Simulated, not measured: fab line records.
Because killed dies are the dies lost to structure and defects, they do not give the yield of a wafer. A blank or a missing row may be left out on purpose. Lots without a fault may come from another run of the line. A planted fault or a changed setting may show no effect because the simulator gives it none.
fab line records | flow berkeley-cmos170
[record] lots = 13 wafers = 37 last-day = 12
route steps=331 shown CONTACT@224 M1@248 V1@256
lots that met no fault: taken from a fault-free run of the same line
start-h: hours from the record's opening day to when the first of the lot's shown wafers began | wait-h: time in hours since the lot's previous step | " as in the row above | L1.1+2: a single row standing in for several wafers | - either no value or no given start | * or withheld: withheld | < > ~ a bound
route shown NAME@n: NAME is a module with steps in the file, n the number in the route of the first one | usual: average and standard deviation across the fault-free wafers | same: alike in all rows | chamber/n: place in a boat | sites: each site's reading | _std_site: standard deviation of those values | _edge_site: mean of outer sites minus mean of inner sites | radius-mm: for every site, how far away it sits from the centre of the wafer | mask NAME#n: copy n | behind: the last tool/chamber to shape the wafer | hold: the reason the lot was held/the length of the hold in hours/how it ended | device: whichever transistor did not switch (one of n, p or np) | end of line: tests of these same wafers at the route's end | where a step has no rows: the recipe by itself | killed: count of dies lost to structure and defects at first sort (not the wafer's yield) | map: shows each die of a wafer: x if killed, . if not, _ if none is there
set.NAME: the setting as run; set.NAME@STEP: as run at that earlier step | model.NAME: the simulator's own value behind a step, which no gauge read
a sample of lots followed through the steps of the route, with each step as a table and each wafer as a row
services: from which hour (start-h, from the record's first day; less than 0 if before it) a tool's chamber was out of use, for how many hours, and why
[[steps]]
[step UCB170_CONTACT_RTA_08]
[recipe] temp-c = 900 time-s = 10 ambient = N2
[usual] anneal-temp-c-max = 903.6/1.1 chamber-o2-ppm = 1.999/0.023 lamp-power-pct = 25.9/0.51 wafer_temp_C_max = 902.6/0.71
// columns lot.wafer tool chamber start-h wait-h anneal-temp-c-max chamber-o2-ppm lamp-power-pct wafer_temp_C_max
L829.2 rtp-anneal-02 0 154.97 0.0 902.1 1.985 26.4 902.4
L829.5 " 0 " " 902.4 1.989 26.4 902.7
L829.6 " 0 " " 903.3 1.972 26.4 902.8
L831.1 rtp-anneal-02 0 156.72 0.0 902.8 1.997 26.3 902.8
L831.2 " 0 " " 903.3 2.015 26.4 903.2
L831.6 " 0 " " 903.4 1.983 26.4 903.6
L830.2 rtp-anneal-01 0 170.65 0.0 904.0 2.020 25.3 902.5
L830.4 " 0 " " 904.4 1.959 25.4 901.3
L830.5 " 0 " " 905.7 2.001 25.3 902.1
L832.4 rtp-anneal-02 0 170.67 0.0 902.5 1.994 26.4 903.0
L832.5 " 0 " " 902.5 1.988 26.4 904.1
L832.6 " 0 " " 903.7 2.027 26.4 903.3
L834.2 rtp-anneal-01 0 187.26 0.0 904.6 2.022 25.3 901.7
L834.3 " 0 " " 903.6 2.000 25.3 902.7
L834.6 " 0 " " 905.3 2.051 25.4 902.1
L837.1 rtp-anneal-02 0 201.79 0.0 903.5 1.945 26.4 902.9
L837.5 " 0 " " 903.0 1.985 26.3 902.5
L837.6 " 0 " " 902.0 2.031 26.3 901.9
L836.3 rtp-anneal-01 0 201.81 0.0 906.0 1.988 25.3 901.8
L836.5 " 0 " " 904.4 1.951 25.3 901.9
L836.6 " 0 " " 904.1 2.019 25.3 903.2
L840.4 rtp-anneal-01 0 216.40 0.0 905.8 2.037 25.3 902.4
L846.3 rtp-anneal-01 0 228.19 0.0 903.8 2.011 25.3 902.6
L846.5 " 0 " " 904.7 2.001 25.3 902.5
L846.6 " 0 " " 905.3 2.012 25.3 901.9
L848.1 rtp-anneal-01 0 246.46 0.0 904.7 2.019 25.4 902.1
L848.2 " 0 " " 904.6 1.978 25.4 902.1
L848.5 " 0 " " 905.0 1.981 25.3 901.8
L849.2 rtp-anneal-01 0 257.62 0.0 904.5 1.991 25.3 902.1
L849.4 " 0 " " 904.2 1.991 25.3 902.5
L849.5 " 0 " " 904.1 2.004 25.3 901.6
L850.3 rtp-anneal-01 0 259.95 0.0 905.0 1.996 25.3 903.1
L850.5 " 0 " " 904.1 1.980 25.3 902.3
L850.6 " 0 " " 904.5 2.006 25.3 902.8
L851.1 rtp-anneal-02 0 261.32 0.0 902.9 2.004 26.4 902.9
L851.3 " 0 " " 902.9 2.030 26.3 902.1
L851.4 " 0 " " 902.4 1.996 26.3 903.2
[step UCB170_CONTACT_CD_MEAS_90]
[recipe] target-cd-nm = 700
[usual] cd-nm = 699.9/1.4
// columns lot.wafer tool chamber start-h wait-h cd-nm
L829.2 cd-sem-02 - 156.31 0.1 699.0
L829.5 " - " " 700.2
L829.6 " - " " 699.7
L831.1 cd-sem-02 - 158.58 0.4 696.9
L831.2 " - " " 701.1
L831.6 " - " " 699.0
L830.2 cd-sem-01 - 172.56 0.1 701.8
L830.4 " - " " 699.7
L830.5 " - " " 699.5
L832.4 cd-sem-02 - 172.92 0.1 701.5
L832.5 " - " " 702.7
L832.6 " - " " 702.5
L834.2 cd-sem-02 - 188.78 0.1 702.3
L834.3 " - " " 701.7
L834.6 " - " " 701.7
L836.3 cd-sem-01 - 203.70 0.1 699.5
L836.5 " - " " 699.0
L836.6 " - " " 698.5
L837.1 cd-sem-02 - 203.78 0.1 699.7
L837.5 " - " " 698.6
L837.6 " - " " 697.7
L840.4 cd-sem-02 - 217.88 0.1 700.3
L846.3 cd-sem-02 - 230.20 0.1 701.8
L846.5 " - " " 700.9
L846.6 " - " " 701.6
L848.1 cd-sem-01 - 248.78 0.1 701.2
L848.2 " - " " 701.3
L848.5 " - " " 701.3
L849.2 cd-sem-01 - 258.96 0.1 701.5
L849.4 " - " " 699.3
L849.5 " - " " 702.2
L850.3 cd-sem-01 - 261.64 0.1 699.3
L850.5 " - " " 699.1
L850.6 " - " " 698.4
L851.1 cd-sem-02 - 262.78 0.1 699.7
L851.3 " - " " 699.3
L851.4 " - " " 700.3
[step UCB170_M1_OVL_MEAS_10]
[usual] M1_OVL = -2/4.9
// columns lot.wafer tool chamber start-h wait-h M1_OVL[nm]
L829.2 overlay-02 - 158.58 0.1 1
L829.5 " - " " 0
L829.6 " - " " -2
L831.1 overlay-01 - 160.49 0.1 -2
L831.2 " - " " -2
L831.6 " - " " -2
L830.2 overlay-01 - 174.33 0.1 0
L830.4 " - " " -3
L830.5 " - " " -2
L832.4 overlay-02 - 174.58 0.1 1
L832.5 " - " " 0
L832.6 " - " " 0
L834.2 overlay-01 - 190.59 0.1 5
L834.3 " - " " 0
L834.6 " - " " 5
L836.3 overlay-01 - 206.04 0.1 7
L836.5 " - " " 4
L836.6 " - " " 3
L837.1 overlay-01 - 206.28 0.1 -1
L837.5 " - " " -6
L837.6 " - " " -3
L840.4 overlay-02 - 220.92 0.1 0
L846.3 overlay-02 - 235.36 0.1 5
L846.5 " - " " -3
L846.6 " - " " 1
L848.1 overlay-02 - 251.82 0.1 -5
L848.2 " - " " 1
L848.5 " - " " -1
L849.2 overlay-01 - 260.45 0.1 -5
L849.4 " - " " 3
L849.5 " - " " -3
L850.3 overlay-01 - 263.24 0.1 -8
L850.5 " - " " -6
L850.6 " - " " -6
L851.1 overlay-02 - 266.03 0.1 -4
L851.3 " - " " -11
L851.4 " - " " -5
[step UCB170_V1_CMP_02]
[recipe] material = SiO2 down-force-psi = 6 platen-rpm = 60 pad-velocity-m-s = 0.75398
[usual] edge-zone-pressure-frac = 1.000/0.0048 motor-current-A = 16.3/1.4
// columns lot.wafer tool chamber start-h wait-h edge-zone-pressure-frac motor-current-A
L831.2 cmp-02 1 163.23 0.1 0.997 17.9
L831.1 " 2 " " 0.998 14.3
L831.6 " 0 " " 0.992 18.2
L829.2 cmp-01 2 163.28 0.1 1.001 17.6
L829.5 " 0 " " 1.005 16.0
L829.6 " 1 " " 0.996 15.3
L830.2 cmp-02 3 176.96 0.0 1.003 16.5
L830.4 " 1 " " 1.006 17.6
L830.5 " 3 " " 1.000 16.1
L832.4 cmp-01 3 177.11 0.2 0.993 15.4
L832.6 " 0 " " 1.005 15.9
L832.5 " 1 " " 0.991 14.8
L834.2 cmp-02 1 196.77 0.0 0.984 18.6
L834.3 " 2 " " 1.011 14.4
L834.6 " 2 " " 1.009 14.1
L837.1 cmp-01 2 211.83 0.1 1.002 17.5
L837.5 " 1 " " 0.998 14.6
L837.6 " 2 " " 1.007 15.9
L836.3 cmp-02 3 211.93 0.2 0.999 16.9
L836.5 " 0 " " 1.006 17.9
L836.6 " 1 " " 0.999 18.1
L840.4 cmp-01 1 224.58 0.1 1.007 14.9
L846.3 cmp-02 2 238.39 0.1 0.997 14.4
L846.5 " 0 " " 0.995 17.4
L846.6 " 1 " " 1.001 18.5
L848.1 cmp-02 1 263.23 0.1 0.999 17.9
L848.2 " 2 " " 1.005 14.3
L848.5 " 1 " " 1.002 17.5
L849.4 cmp-02 1 263.48 0.3 0.991 18.0
L849.2 " 3 " " 1.001 15.7
L849.5 " 1 " " 0.988 17.7
L850.3 cmp-02 3 267.78 0.1 0.998 17.1
L850.6 " 1 " " 1.006 18.4
L850.5 " 2 " " 1.001 14.1
L851.1 cmp-02 1 273.47 0.1 0.998 17.9
L851.3 " 2 " " 1.002 14.3
L851.4 " 3 " " 1.001 16.5
[step UCB170_V1_BOW_MEAS_03]
[recipe] mode = bow
[usual] V1_BOW = 18/6.6
// columns lot.wafer tool chamber start-h wait-h hold V1_BOW[um]
L831.1 film-metro-04 - 163.48 0.1 - 26
L831.2 " - " " - 27
L831.6 " - " " - 23
L829.2 film-metro-01 - 163.50 0.2 - 22
L829.5 " - " " - 21
L829.6 " - " " - 17
L830.2 film-metro-04 - 177.28 0.3 - 30
L830.4 " - " " - 19
L830.5 " - " " - 11
L832.4 film-metro-01 - 177.37 0.2 - 12
L832.5 " - " " - 14
L832.6 " - " " - 13
L834.2 film-metro-02 - 197.12 0.3 - 17
L834.3 " - " " - 18
L834.6 " - " " - 27
L836.3 film-metro-02 - 212.12 0.1 - 11
L836.5 " - " " - 25
L836.6 " - " " - 6
L837.1 film-metro-02 - 212.26 0.4 - 17
L837.5 " - " " - 19
L837.6 " - " " - 6
L840.4 film-metro-01 - 224.89 0.3 await-dispo/0.2h/release 40
L840.4 film-metro-01 - 225.18 0.3 - -
L846.3 film-metro-02 - 238.63 0.2 - 21
L846.5 " - " " - 14
L846.6 " - " " - 16
L848.1 film-metro-02 - 263.48 0.2 - 9
L848.2 " - " " - 11
L848.5 " - " " - 20
L849.2 film-metro-01 - 263.80 0.2 - 21
L849.4 " - " " - 23
L849.5 " - " " - 17
L850.3 film-metro-04 - 268.02 0.2 - 9
L850.5 " - " " - 20
L850.6 " - " " - 10
L851.1 film-metro-02 - 273.77 0.2 - 11
L851.3 " - " " - 13
L851.4 " - " " - 28
[step UCB170_V1_THK_MEAS_04]
[recipe] reads = SiO2_of_V1_CVD_00
[usual] V1_POLISHED_THK = 984.2/1.2
// columns lot.wafer tool chamber start-h wait-h hold V1_POLISHED_THK[nm]
L831.1 film-metro-04 - 163.60 0.1 - 983.1
L831.2 " - " " - 986.1
L831.6 " - " " - 986.4
L829.2 film-metro-01 - 163.61 0.1 - 985.0
L829.5 " - " " - 985.7
L829.6 " - " " - 984.1
L830.2 film-metro-04 - 177.39 0.1 - 986.1
L830.4 " - " " - 983.9
L830.5 " - " " - 985.4
L832.4 film-metro-01 - 177.46 0.1 - 985.2
L832.5 " - " " - 983.2
L832.6 " - " " - 984.0
L834.2 film-metro-02 - 197.23 0.1 - 983.9
L834.3 " - " " - 983.0
L834.6 " - " " - 983.2
L836.3 film-metro-02 - 212.22 0.1 - 986.4
L836.5 " - " " - 986.2
L836.6 " - " " - 984.7
L837.1 film-metro-02 - 212.38 0.1 - 984.1
L837.5 " - " " - 982.4
L837.6 " - " " - 983.1
L840.4 film-metro-01 - 226.37 1.2 await-dispo/0.2h/release 1357.3
L840.4 film-metro-01 - 226.59 0.2 - 1356.2
L846.3 film-metro-02 - 238.73 0.1 - 984.8
L846.5 " - " " - 985.6
L846.6 " - " " - 984.1
L848.1 film-metro-02 - 263.60 0.1 - 982.3
L848.2 " - " " - 982.1
L848.5 " - " " - 983.2
L849.2 film-metro-01 - 263.91 0.1 - 986.0
L849.4 " - " " - 984.1
L849.5 " - " " - 983.6
L850.3 film-metro-04 - 268.12 0.1 - 985.5
L850.5 " - " " - 981.9
L850.6 " - " " - 985.4
L851.1 film-metro-02 - 273.89 0.1 - 982.7
L851.3 " - " " - 982.7
L851.4 " - " " - 984.9
[step UCB170_V1_ETCH_14]
[recipe] chemistry = CHF3/CF4/Ar target = SiO2 stop-on = Al CHF3_flow_sccm = 45 cf4-flow-sccm = 15 Ar_flow_sccm = 150 pressure-mtorr = 200 rf-w = 700 target-depth-a = 12500 over-etch-frac = 0.25 time-s = 291
[usual] CHF3_flow_sccm = 45.01/0.12 drypump-motor-current-A = 5.6/0.44 mfc-ar-sccm = 150.0/0.49 oes-product-au = 0.862/0.015 throttle-valve-pct = 6.90/0.086
// columns lot.wafer tool chamber start-h wait-h CHF3_flow_sccm drypump-motor-current-A mfc-ar-sccm oes-product-au rf-hours-counter-h throttle-valve-pct
L829.2 rie-diel-02 0 166.30 0.0 45.00 5.9 149.8 0.869 131 6.91
L829.5 " 1 " " 45.05 4.9 150.1 0.851 - 6.89
L829.6 " 2 " " 45.07 6.0 150.7 0.849 - 6.80
L831.1 rie-diel-03 1 167.20 0.0 45.20 5.8 150.5 0.841 99 6.85
L831.2 " 2 " " 45.21 6.4 149.8 0.855 78 6.78
L831.6 " 2 " " 45.15 6.4 149.7 0.855 - 6.79
L830.2 rie-diel-03 3 179.20 0.0 45.02 5.3 149.6 0.868 17 7.04
L830.4 " 0 " " 44.99 5.7 150.6 0.853 49 6.98
L830.5 " 3 " " 44.99 5.2 150.4 0.875 - 7.03
L832.4 rie-diel-02 0 179.35 0.0 44.90 6.0 150.2 0.878 131 6.88
L832.5 " 1 " " 44.89 4.9 150.2 0.851 - 6.89
L832.6 " 2 " " 44.99 6.0 148.9 0.847 - 6.81
L834.2 rie-diel-03 3 199.39 0.0 44.93 5.2 150.0 0.874 18 7.05
L834.3 " 0 " " 45.08 5.7 149.8 0.858 50 6.97
L834.6 " 2 " " 44.81 6.4 149.6 0.844 - 6.79
L836.3 rie-diel-01 1 213.82 0.0 45.11 4.8 150.2 0.864 1 7.03
L836.5 " 3 " " 45.00 5.4 150.8 0.873 - 6.82
L836.6 " 0 " " 44.93 5.5 150.0 0.878 - 6.92
L837.1 rie-diel-02 2 214.04 0.0 44.82 6.0 150.4 0.848 132 6.79
L837.5 " 0 " " 44.99 5.9 150.0 0.873 - 6.87
L837.6 " 3 " " 45.39 5.5 149.5 0.873 - 7.01
L840.4 rie-diel-01 1 235.15 0.2 44.95 4.8 150.4 1.001 2 7.04
L846.3 rie-diel-03 1 242.22 0.0 45.01 5.8 150.7 0.827 103 6.84
L846.5 " 0 " " 44.74 5.7 150.5 0.855 - 6.98
L846.6 " 3 " " 44.94 5.2 150.1 0.874 - 7.03
L848.1 rie-diel-01 0 265.17 0.0 45.00 5.5 150.0 0.875 31 6.93
L848.2 " 3 " " 44.86 5.3 150.3 0.870 63 6.82
L848.5 " 3 " " 44.83 5.4 149.8 0.864 - 6.82
L849.2 rie-diel-03 0 265.51 0.0 44.88 5.7 150.2 0.860 54 6.97
L849.4 " 3 " " 45.07 5.3 150.3 0.876 21 7.04
L849.5 " 0 " " 45.13 5.7 149.4 0.857 - 6.95
L850.3 rie-diel-02 2 269.72 0.0 44.95 6.0 150.3 0.846 135 6.78
L850.5 " 3 " " 45.11 5.5 149.7 0.881 - 7.00
L850.6 " 1 " " 44.91 4.9 150.2 0.850 - 6.89
L851.1 rie-diel-01 1 275.63 0.0 44.98 4.8 150.5 0.859 5 7.02
L851.3 " 0 " " 44.90 5.5 149.5 0.873 32 6.92
L851.4 " 3 " " 45.07 5.3 150.0 0.867 64 6.81
[[services]]
// columns tool chamber start-h hours kind
rie-diel-01 1 164.35 - clean
rie-diel-01 1 164.35 16.4 scheduled-down
rie-diel-01 1 164.35 16.4 vent-cycle
cmp-01 - 175.20 1.3 repair
cmp-01 - 194.99 5.5 pm
rie-diel-02 0 198.50 2.6 repair
cmp-02 - 226.71 4.6 pm
rie-diel-02 1 228.53 3.8 repair
cmp-02 - 232.16 4.0 pm
cmp-02 - 236.16 - consumable-replace:conditioner
cmp-02 - 236.16 - consumable-replace:pad
rie-diel-02 0 250.73 - clean
rie-diel-02 0 250.73 21.2 scheduled-down
rie-diel-02 0 250.73 21.2 vent-cycle
rie-diel-02 - 252.25 2.1 repair
rie-diel-02 - 267.07 0.4 repair
rie-diel-02 2 271.97 - clean
rie-diel-02 2 271.97 15.2 scheduled-down
rie-diel-02 2 271.97 15.2 vent-cycle
[[key]]
[first-sign] step = UCB170_V1_BOW_MEAS_03 reading = visit direction = added
[effect] step = UCB170_V1_THK_MEAS_04 reading = visit direction = added
[effect] step = UCB170_V1_THK_MEAS_04 reading = V1_POLISHED_THK direction = up sigmas = 99+ usual = 984.2 struck = 1357.3
[effect] step = UCB170_V1_ETCH_14 reading = oes-product-au direction = up sigmas = 9.3 usual = 0.862 struck = 1.001
met-at UCB170_V1_CMP_02
struck-lots L840
struck-wafers L840.4
later-rows-left-out L840.4
sort-left-out L840.4
not-acting-at UCB170_CONTACT_RTA_08,UCB170_CONTACT_CD_MEAS_90,UCB170_M1_OVL_MEAS_10
onset-between 211.83 224.58
[fault] kind = process-parameter-drift tool = cmp-01 chamber = 1 onset-h = 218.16 steps = UCB170_V1_CMP_02 channel = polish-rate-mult offset = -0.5 shape = step
// sort-left-out: the simulated sort isn't trusted on such a fault, so these wafers' sort isn't shown, and their yield isn't known
// later-rows-left-out: the simulator's readings of these wafers behind a module that went badly wrong aren't trusted and aren't shown, but for the sort
